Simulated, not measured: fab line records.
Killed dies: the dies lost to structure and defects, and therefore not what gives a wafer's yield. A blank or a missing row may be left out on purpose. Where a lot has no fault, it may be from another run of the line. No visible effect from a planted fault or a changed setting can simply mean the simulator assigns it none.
fab line records    flow berkeleyCmos170
[record] lots = 14  wafers = 42  lastDay = 14
route steps=331 shown WELLDRIVE@57 PFIELD@80 M1@249 V1@256
lots that met no fault: from a run of the same line without faults
startH: hours from the record's opening day to when the first of the lot's shown wafers began    waitH: hours from the lot's prior step to this one    " same as the row above    L1.1+2: a row that stands for several wafers    - value missing, or start not given    * or withheld: withheld    < > ~ a bound
route shown NAME@n: names a module that has steps shown in the file, with the first one's number in the route    usual: mean and standard deviation over wafers with no fault    same: alike in all rows    chamber/n: place in a boat    sites: each site's reading    _std_site: how widely they spread, as a standard deviation    _edge_site: the outer-site mean with the inner-site mean subtracted    radiusMm: for every site, how far away it sits from the centre of the wafer    mask NAME#n: copy n    behind: the last tool/chamber to shape the wafer    hold: the reason the lot was held/the length of the hold in hours/how it ended    device: which transistor (n, p or np) failed to switch    end of line: the same wafers' tests at the end of the route    for a step that has no rows: nothing shown but its recipe    killed: at the first sort, the dies lost to defects and structure; wafer yield is something else    map: a wafer's dies, marking killed ones x, the rest . and places with no die _
set.NAME: the setting that was run; set.NAME@STEP: the one run at that earlier step    model.NAME: the simulator's own value behind a step, which no gauge read
route steps across a sampled set of lots; one table per step, one row per wafer
services: when a tool's chamber went out of use (startH, in hours from the record's first day, below 0 if earlier), for how many hours, and the reason
[[steps]]
[step UCB170_WELLDRIVE_THK_MEAS_02]
[recipe] reads = SiO2_of_WELLDRIVE_OXIDATION_01
[usual] WELLDRIVE_OXIDE_THK = 198/3.6
lot.wafer  tool          chamber  startH  waitH  WELLDRIVE_OXIDE_THK[nm]
L709.3     filmMetro-03  -        66.91   0.1    201
L709.4     "             -        "       "      198
L709.5     "             -        "       "      200
L712.1     filmMetro-03  -        77.75   0.0    198
L712.4     "             -        "       "      195
L712.5     "             -        "       "      199
L713.1     filmMetro-04  -        77.75   0.0    198
L713.5     "             -        "       "      198
L713.6     "             -        "       "      196
L714.2     filmMetro-01  -        90.86   0.0    203
L714.3     "             -        "       "      205
L714.4     "             -        "       "      205
L715.2     filmMetro-01  -        96.02   0.0    198
L715.3     "             -        "       "      197
L715.6     "             -        "       "      202
L717.1     filmMetro-01  -        102.72  0.0    194
L717.2     "             -        "       "      194
L717.4     "             -        "       "      194
L716.2     filmMetro-04  -        102.73  0.0    192
L716.3     "             -        "       "      195
L716.6     "             -        "       "      190
L718.1     filmMetro-04  -        110.88  0.0    205
L718.4     "             -        "       "      200
L718.5     "             -        "       "      202
L719.1     filmMetro-01  -        118.56  0.0    201
L719.3     "             -        "       "      202
L719.4     "             -        "       "      202
L726.1     filmMetro-03  -        152.99  0.0    200
L726.3     "             -        "       "      199
L726.5     "             -        "       "      197
L727.1     filmMetro-04  -        162.25  0.0    198
L727.3     "             -        "       "      195
L727.6     "             -        "       "      195
L729.1     filmMetro-03  -        173.49  0.1    193
L729.2     "             -        "       "      199
L729.5     "             -        "       "      197
L730.2     filmMetro-03  -        178.45  0.0    193
L730.5     "             -        "       "      195
L730.6     "             -        "       "      193
L731.1     filmMetro-04  -        187.69  0.0    197
L731.5     "             -        "       "      194
L731.6     "             -        "       "      197
[step UCB170_PFIELD_COAT_01]
[recipe] resist = KrF  spinRpm = 1500  resistThkNm = 900
lot.wafer   tool           chamber  startH  waitH
L709.3+4+5  lithoTrack-01  0        85.77   0.1
L713.1+5+6  lithoTrack-03  0        97.20   0.1
L712.1+4+5  lithoTrack-01  0        97.46   0.1
L715.2+3+6  lithoTrack-02  0        113.45  0.1
L714.2+3+4  lithoTrack-02  0        113.98  0.1
L716.2+3+6  lithoTrack-02  0        118.83  0.1
L717.1+2+4  lithoTrack-01  0        118.97  0.1
L718.1+4+5  lithoTrack-03  0        130.61  0.1
L719.1+3+4  lithoTrack-02  0        148.45  0.1
L726.1+3+5  lithoTrack-02  0        167.24  0.1
L727.1+3+6  lithoTrack-02  0        177.90  0.1
L729.1+2+5  lithoTrack-02  0        188.88  0.1
L730.2+5+6  lithoTrack-01  0        199.21  0.1
L731.1+5+6  lithoTrack-03  0        204.97  0.1
[step UCB170_PFIELD_STRIP_08]
[recipe] chemistry = O2  powerW = 400  pressureMtorr = 3500  platenTempC = withheld  o2FlowSccm = 400  overashFraction = 0.5
[usual] drypumpMotorCurrentA = 5.6/0.48  oesProductAu = 0.734/0.0047  stripTimeToEndpointS = 21.62/0.074
lot.wafer  tool            chamber  startH  waitH  drypumpMotorCurrentA  oesProductAu  rfHoursCounterH  stripTimeToEndpointS
L709.3     plasmaAsher-01  0        86.78   0.1    5.0                   0.726         -                21.62
L709.4     "               1        "       "      5.9                   0.733         -                21.61
L709.5     "               0        "       "      5.0                   0.741         -                21.64
L713.1     plasmaAsher-01  0        99.06   0.1    5.1                   0.735         32               21.61
L713.5     "               1        "       "      5.9                   0.735         -                21.65
L713.6     "               0        "       "      5.0                   0.732         -                21.63
L712.1     plasmaAsher-01  1        99.16   0.1    5.8                   0.738         32               21.62
L712.4     "               1        "       "      5.9                   0.737         -                21.57
L712.5     "               0        "       "      5.0                   0.740         -                21.64
L715.2     plasmaAsher-02  0        114.72  0.1    5.1                   0.741         40               21.65
L715.3     "               0        "       "      5.1                   0.735         -                21.63
L715.6     "               0        "       "      5.1                   0.737         -                21.70
L714.2     plasmaAsher-02  0        115.52  0.1    5.1                   0.735         40               21.60
L714.3     "               0        "       "      5.1                   0.738         -                21.62
L714.4     "               1        "       "      6.0                   0.743         -                21.58
L716.2     plasmaAsher-04  0        119.81  0.1    6.4                   0.733         39               21.62
L716.3     "               1        "       "      6.0                   0.742         -                21.60
L716.6     "               0        "       "      6.4                   0.730         -                21.72
L717.1     plasmaAsher-02  1        120.30  0.1    5.9                   0.737         41               21.60
L717.2     "               0        "       "      5.1                   0.727         41               21.52
L717.4     "               0        "       "      5.1                   0.734         -                21.60
L718.1     plasmaAsher-02  1        131.82  0.1    5.9                   0.730         42               21.69
L718.4     "               0        "       "      5.0                   0.724         -                21.71
L718.5     "               0        "       "      5.0                   0.739         -                21.70
L719.1     plasmaAsher-01  0        149.49  0.1    5.0                   0.734         37               21.57
L719.3     "               1        "       "      5.9                   0.734         -                21.61
L719.4     "               0        "       "      5.1                   0.728         -                21.55
L726.1     plasmaAsher-04  0        168.24  0.1    6.4                   0.738         44               21.54
L726.3     "               1        "       "      6.0                   0.737         -                21.55
L726.5     "               1        "       "      6.0                   0.739         -                21.47
L727.1     plasmaAsher-04  0        178.91  0.1    6.4                   0.732         45               25.93
L727.3     "               1        "       "      6.0                   0.735         -                25.84
L727.6     "               1        "       "      6.0                   0.734         -                25.90
L729.1     plasmaAsher-02  0        189.78  0.1    5.1                   0.730         48               25.97
L729.2     "               1        "       "      5.9                   0.729         48               25.98
L729.5     "               1        "       "      5.9                   0.734         -                26.01
L730.2     plasmaAsher-02  1        200.40  0.1    5.9                   0.739         49               21.60
L730.5     "               1        "       "      5.9                   0.724         -                21.68
L730.6     "               0        "       "      5.0                   0.740         -                21.62
L731.1     plasmaAsher-04  0        206.45  0.1    6.4                   0.735         48               21.70
L731.5     "               1        "       "      6.0                   0.736         -                21.75
L731.6     "               0        "       "      6.4                   0.744         -                21.78
[step UCB170_M1_ETCH_11]
[recipe] chemistry = N2/H2  targetDepthA = withheld  overetchA = withheld  target = BARC  timeS = withheld  sourceW = 500  biasW = 100  pressureMtorr = 30  n2FlowSccm = 100  h2FlowSccm = 200
[usual] drypumpMotorCurrentA = 5.3/0.51  oesProductAu = 0.99/0.031  throttleValvePct = 13.33/0.2
lot.wafer  tool        chamber  startH  waitH  drypumpMotorCurrentA  oesProductAu  throttleValvePct
L709.3     rieDiel-04  3        162.03  0.0    5.5                   1.02          13.55
L709.4     "           0        "       "      5.1                   1.01          13.39
L709.5     "           3        "       "      5.5                   1.01          13.54
L713.1     rieDiel-04  0        184.59  0.0    5.0                   1.02          13.41
L713.5     "           2        "       "      6.3                   0.95          13.16
L713.6     "           0        "       "      5.1                   1.01          13.40
L712.1     rieDiel-01  3        184.88  0.0    4.9                   0.98          13.04
L712.4     "           2        "       "      6.2                   0.98          13.52
L712.5     "           3        "       "      4.9                   0.97          13.03
L716.2     rieDiel-04  2        190.53  0.0    6.3                   0.97          13.15
L716.3     "           1        "       "      5.6                   1.04          13.20
L716.6     "           1        "       "      5.6                   1.04          13.21
L717.1     rieDiel-01  3        192.55  0.0    4.8                   0.96          13.04
L717.2     "           2        "       "      6.2                   0.97          13.51
L717.4     "           0        "       "      5.4                   1.01          13.80
L715.2     rieDiel-03  3        194.10  0.0    5.0                   0.96          13.36
L715.3     "           1        "       "      4.7                   1.03          13.32
L715.6     "           2        "       "      4.8                   0.97          13.12
L714.2     rieDiel-01  0        196.06  0.0    5.4                   1.01          13.80
L714.3     "           2        "       "      6.2                   0.98          13.50
L714.4     "           3        "       "      4.8                   0.97          13.06
L718.1     rieDiel-04  0        197.68  0.0    5.1                   1.02          13.40
L718.4     "           1        "       "      5.6                   1.04          13.19
L718.5     "           2        "       "      6.3                   0.96          13.16
L719.1     rieDiel-03  2        217.93  0.0    4.8                   0.97          13.12
L719.3     "           1        "       "      4.7                   1.04          13.33
L719.4     "           0        "       "      5.1                   0.97          13.41
L726.1     rieDiel-03  1        232.90  0.0    4.7                   1.04          13.32
L726.3     "           3        "       "      5.0                   0.96          13.36
L726.5     "           0        "       "      5.1                   0.96          13.39
L727.1     rieDiel-04  3        246.87  0.0    5.5                   1.01          13.58
L727.3     "           2        "       "      6.3                   0.96          13.16
L727.6     "           1        "       "      5.6                   1.03          13.18
L729.1     rieDiel-03  0        258.60  0.0    5.0                   0.97          13.39
L729.2     "           1        "       "      4.7                   1.05          13.34
L729.5     "           1        "       "      4.7                   1.05          13.33
L730.2     rieDiel-03  1        268.19  0.0    4.7                   1.04          13.35
L730.5     "           1        "       "      4.7                   1.04          13.35
L730.6     "           0        "       "      5.1                   0.96          13.39
L731.1     rieDiel-03  3        272.45  0.0    5.0                   0.97          13.36
L731.5     "           2        "       "      4.8                   0.98          13.14
L731.6     "           3        "       "      5.0                   0.96          13.35
[step UCB170_V1_CMP_02]
[recipe] material = SiO2  downForcePsi = 6  platenRpm = 60  padVelocityMS = 0.75398
[usual] headPressurePsi = 5.999/0.012  motorCurrentA = 15.3/2.2
lot.wafer  tool    chamber  startH  waitH  headPressurePsi  motorCurrentA
L709.3     cmp-01  0        168.18  0.1    6.008            12.1
L709.4     "       2        "       "      6.022            14.3
L709.5     "       3        "       "      5.995            16.0
L713.1     cmp-01  0        190.65  0.1    5.991            11.9
L713.6     "       3        "       "      5.976            17.3
L713.5     "       0        "       "      6.011            12.9
L712.4     cmp-01  0        191.00  0.4    6.000            11.5
L712.1     "       1        "       "      6.022            16.2
L712.5     "       2        "       "      5.974            14.4
L716.3     cmp-01  0        194.67  0.1    6.020            12.4
L716.2     "       2        "       "      6.004            14.3
L716.6     "       3        "       "      5.996            17.1
L717.2     cmp-01  3        194.92  0.3    5.992            17.0
L717.1     "       0        "       "      6.016            12.4
L717.4     "       1        "       "      5.997            15.2
L714.4     cmp-01  1        198.54  0.0    5.997            15.2
L714.2     "       3        "       "      5.998            17.2
L714.3     "       0        "       "      5.996            12.9
L715.2     cmp-02  0        198.59  0.1    6.003            12.7
L715.3     "       2        "       "      6.000            19.1
L715.6     "       0        "       "      6.005            13.7
L718.4     cmp-02  3        202.67  0.1    5.991            19.1
L718.1     "       0        "       "      5.978            13.4
L718.5     "       3        "       "      5.983            19.0
L719.1     cmp-01  3        223.69  0.1    5.977            17.6
L719.3     "       0        "       "      5.994            12.2
L719.4     "       1        "       "      5.981            16.4
L726.3     cmp-01  0        237.85  1.5    6.015            12.1
L726.1     "       1        "       "      6.002            16.4
L726.5     "       3        "       "      6.000            16.8
L727.3     cmp-01  2        252.32  0.0    5.980            14.0
L727.1     "       3        "       "      5.987            16.8
L727.6     "       2        "       "      5.981            14.3
L729.1     cmp-02  3        263.53  0.1    5.999            18.4
L729.2     "       1        "       "      5.991            15.4
L729.5     "       0        "       "      6.006            13.6
L730.2     cmp-02  3        273.17  0.1    6.007            18.4
L730.5     "       2        "       "      6.016            18.2
L730.6     "       3        "       "      5.994            20.1
L731.1     cmp-01  1        277.44  0.3    6.004            16.0
L731.5     "       1        "       "      6.001            15.3
L731.6     "       2        "       "      5.990            14.7
[[services]]
tool            chamber  startH  hours  kind
cmp-02          -        64.00   4.0    pm
rieDiel-04      1        66.31   7.3    repair
rieDiel-04      0        82.05   3.6    repair
cmp-01          -        98.33   4.7    pm
plasmaAsher-04  -        98.53   2.3    repair
rieDiel-04      2        110.85  5.7    repair
rieDiel-03      0        123.94  2.3    repair
rieDiel-04      1        137.11  4.8    repair
plasmaAsher-02  -        141.93  2.8    pm
rieDiel-04      -        145.61  0.8    repair
plasmaAsher-04  -        147.15  2.6    repair
rieDiel-04      2        149.16  10.8   repair
rieDiel-03      1        157.92  4.5    repair
rieDiel-04      -        169.41  0.5    repair
cmp-01          -        184.31  1.6    repair
cmp-02          -        186.88  8.8    pm
rieDiel-04      1        200.16  6.3    repair
cmp-01          -        207.22  4.3    repair
cmp-01          -        207.99  1.8    repair
cmp-02          -        216.27  2.8    repair
cmp-02          -        221.61  8.0    repair
cmp-01          -        232.00  4.0    pm
rieDiel-03      2        266.71  4.0    repair
cmp-01          -        271.01  0.5    repair
[[key]]
[firstSign] step = UCB170_PFIELD_STRIP_08  reading = stripTimeToEndpointS  direction = up  sigmas = 59  usual = *  struck = *
effect none on later readings
metAt UCB170_PFIELD_COAT_01
struckLots L727,L729
testerLeftOut L727,L729
notActingAt UCB170_WELLDRIVE_THK_MEAS_02,UCB170_M1_ETCH_11,UCB170_V1_CMP_02
onsetBetween 167.24 177.90
[fault] kind = processParameterDrift  tool = lithoTrack-02  chamber = -  onsetH = 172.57  steps = UCB170_PFIELD_COAT_01  channel = resistThkNm  offset = *  shape = step  endH = 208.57  actsIn = *  stated = *
// testerLeftOut: of these lots the tester's yield and bins aren't shown, on N5 and GAA mostly nor the transistor test; their killed dies are dies lost to structure and defects alone, not to doping, threshold or leakage, so they don't give the yield
